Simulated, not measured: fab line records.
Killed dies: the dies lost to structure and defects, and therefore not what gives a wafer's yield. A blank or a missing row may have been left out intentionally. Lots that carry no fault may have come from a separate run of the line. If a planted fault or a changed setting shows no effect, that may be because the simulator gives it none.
Problem report in the 8D (eight disciplines) form, filled by code / flow berkeley cmos170 / the parts of the form that need people (team, actions taken, sign-off) are left out

1. THE PROBLEM
Wafers without a fault read 18.02 s, standard deviation 0.083; strip time to endpoint s at UCB170_NWELL_STRIP_15 reads a mean of 15.52 s on 6 wafers belonging to 2 lots. Relative to the usual mean, that is a shift of -30 standard deviations.
The step: strips in O2.
First observed at day 4 22:46: wafer L664.1, on plasma asher-02. The record holds 42 wafers of 14 lots with a number at this step. Rule for "out", or "out of limits": more than 4 standard deviations from the usual mean. The other wafers with a number count as sound.

2. WHAT THIS IS AND IS NOT
question=which readings at this step | is=strip time to endpoint s | is not=drypump motor current A
question=which lots | is=L664, L666 | is not=L651, L654, L655, L656, L657, L658, L660, L665, L670, L672, L673, L674
question=which wafers of those lots | is=all that have a number | is not=-
question=read on which tools | is=plasma asher-02, plasma asher-04 | is not=plasma asher-03
question=when | is=from day 4 22:46 | is not=up to then (21 sound wafers); but 15 sound wafers of L665, L670, L672, L673, L674 came after

3. SUSPECTS, AND WHAT RULES EACH OUT
Counting: a tool stays on the suspect list if, at a process step up to the reading, it processed all lots that are out and no sound lot following the first of them.
- rie diel-04 at UCB170_NWELL_ETCH_13 (etches Si3N4 in CH3F/Ar/O2, stops on SiO2, target depth 246.4 nm, time 154 s): kept. It ran every lot that is out, first L664 (day 4 22:31), and no sound lot after that; its last sound lot up to then is L660 (day 4 09:20).
Remaining after the count: rie diel-04 at UCB170_NWELL_ETCH_13.

4. THE CAUSE (what the simulator had put in)
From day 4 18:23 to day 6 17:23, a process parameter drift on rie diel-04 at UCB170_NWELL_ETCH_13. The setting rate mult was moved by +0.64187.
After counting, this tool was the only one left.

5. THE CHAIN OF EFFECTS, in route order
Each row: a reading whose mean over the struck wafers that have a number lies more than 3 standard deviations from the usual. Readings are gone through only where the record gives a usual standard deviation; hours: the median, over the lots, of the time from a lot's start at the first step in this table giving one to that lot's start at this step; sigmas: the change measured in usual standard deviations.
hours=0; step=UCB170_NWELL_STRIP_15; reading=strip time to endpoint s; usual=18.02 s; on struck wafers=15.52; change=-2.50; sigmas=-30
Its process steps:
- UCB170_NWELL_STRIP_15: strips in O2.
Later measuring or inspecting steps at which every struck wafer that the step has a row for has a number for every such reading, and none has moved that far: UCB170_M3_OVL_MEAS_16.

6. WHAT WOULD HAVE CAUGHT IT SOONER
4 hours passed between the start of the fault at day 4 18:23 and the first reading out of limits in this record, taken at day 4 22:46.
An alarm limit of 4 standard deviations would not have fired on the tool readings at UCB170_NWELL_ETCH_13 for which the record gives a usual standard deviation, since none of them was out on any struck wafer.
Of the lots that are out (2), L666 began UCB170_NWELL_ETCH_13 on rie diel-04 after day 4 22:46. Had the tool been put on hold then, it would have been spared.
